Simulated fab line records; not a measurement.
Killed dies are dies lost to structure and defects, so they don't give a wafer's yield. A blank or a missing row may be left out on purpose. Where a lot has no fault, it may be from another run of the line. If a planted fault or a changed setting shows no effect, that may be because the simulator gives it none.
Which tool was responsible? :: flow rit_cmos :: route of 202 steps, sampled at 1 step: 7 lots, 21 wafers

## WHAT THE GAUGES READ, wafer by wafer
RIT_NRETRO_OVL_MEAS_06.
lot: L536
measured: day 2 16:07
on: overlay-02
NRETRO_OVL (nm): -1.5 2.7 0.3

lot: L540
measured: day 3 11:37
on: overlay-02
NRETRO_OVL (nm): 1.5 0.6 2.1

lot: L542
measured: day 4 00:04
on: overlay-01
NRETRO_OVL (nm): 0.2 0.2 -0.6

lot: L546
measured: day 4 16:50
on: overlay-01
NRETRO_OVL (nm): -0.6 -3.1 -1.3

lot: L551
measured: day 5 17:48
on: overlay-01
NRETRO_OVL (nm): -2.0 -3.2 -1.5

lot: L553
measured: day 6 04:49
on: overlay-02
NRETRO_OVL (nm): -0.5 1.2 0.0

lot: L556
measured: day 6 18:53
on: overlay-02
NRETRO_OVL (nm): 1.0 -1.3 -0.5

## WHICH TOOL RAN EACH LOT (tool, then ch and the chambers of the sampled wafers, then the start)
No process step before these readings appears in the record.

## THE ANSWER, worked out from the rows above alone
Rule: what is usual is taken from the lots themselves. The widest of any qualifying gaps counts: lots, ordered by their means at a reading, are off when they make up no more than a third of the lots, leave a main group of 4 or more, and stand apart from it by 3 or more times the standard deviation of that group's means. A main group whose means are all the same, to the digits that the tables above print for the reading, isn't used. A lot without any number at a reading at which 4 lots or more have one is off too. The other lots that the step has rows for count as sound.
No lot is off at any reading shown: from this, nothing can be told.

## WHAT HAD BEEN PUT IN BY THE SIMULATOR
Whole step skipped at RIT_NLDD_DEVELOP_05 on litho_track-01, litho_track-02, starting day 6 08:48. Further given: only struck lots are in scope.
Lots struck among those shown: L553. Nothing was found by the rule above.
